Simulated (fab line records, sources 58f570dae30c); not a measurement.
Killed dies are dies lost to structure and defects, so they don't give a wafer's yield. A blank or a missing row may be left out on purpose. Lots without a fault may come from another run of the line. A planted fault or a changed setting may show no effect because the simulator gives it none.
Which tool did it? | flow berkeley_cmos170 | 9 lots, 27 wafers sampled, at 2 steps of a route of 331

WHAT THE GAUGES READ, wafer by wafer
UCB170_GATE_THK_MEAS_02.
lot  | measured     | on            | GATE_OXIDE_THK (nm)
L695 | day 5 16:07  | film_metro-04 | 6.83 6.59 6.76
L696 | day 5 16:04  | film_metro-03 | 6.60 6.65 6.66
L697 | day 6 04:56  | film_metro-03 | 6.66 6.50 6.73
L698 | day 6 04:55  | film_metro-04 | 6.51 6.49 6.39
L700 | day 6 17:44  | film_metro-03 | 6.67 6.82 6.76
L705 | day 8 06:36  | film_metro-04 | 5.84 5.81 5.84
L706 | day 8 12:20  | film_metro-02 | 5.84 5.88 5.87
L714 | day 10 03:46 | film_metro-03 | 6.61 6.64 6.72
L715 | day 10 03:41 | film_metro-03 | 6.50 6.67 6.70

WHICH TOOL RAN EACH LOT (tool, then ch and the chambers of the sampled wafers, then the start)
lot  | UCB170_GATE_OXIDATION_01
L695 | furnace-04 ch 0, day 5 14:34
L696 | furnace-04 ch 0, day 5 14:34
L697 | furnace-02 ch 0, day 6 03:25
L698 | furnace-02 ch 0, day 6 03:25
L700 | furnace-01 ch 0, day 6 16:14
L705 | furnace-04 ch 0, day 8 05:05
L706 | furnace-04 ch 0, day 8 10:50
L714 | furnace-02 ch 0, day 10 02:10
L715 | furnace-02 ch 0, day 10 02:10
- UCB170_GATE_OXIDATION_01: target thk 6.6 nm, ox time 1800 s.

THE ANSWER, worked out from the rows above alone
Rule: what is usual is taken from the lots themselves. Put in order of their means at a reading, lots are off if they are a third of the lots or fewer, leave a main group of 4 or more, and stand apart from it by a gap of 3 or more times the standard deviation of the main group's means; of several such gaps the widest counts. A main group whose means are all the same, to the digits that the tables above print for the reading, isn't used. A lot without any number at a reading at which 4 lots or more have one is off too. The other lots that the step has rows for count as sound.
Off: L705, L706, at UCB170_GATE_THK_MEAS_02 (GATE_OXIDE_THK). The main group: mean 6.64 nm, standard deviation 0.086.
A tool fits if, at a process step before that reading, it ran every lot that is off, and no sound lot after the first of them. The gauges at UCB170_GATE_THK_MEAS_02 are tried like those tools. One fits: furnace-04 at UCB170_GATE_OXIDATION_01. Its last sound lot is L695 (day 5 14:34), its first lot that is off L705 (day 8 05:05): a fault that began between those two fits.

WHAT THE SIMULATOR HAD PUT IN
Process parameter drift: furnace-04, from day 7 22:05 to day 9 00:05, at UCB170_GATE_OXIDATION_01. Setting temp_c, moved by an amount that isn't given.
Lots struck among those shown: L705, L706. The rule above found the same.
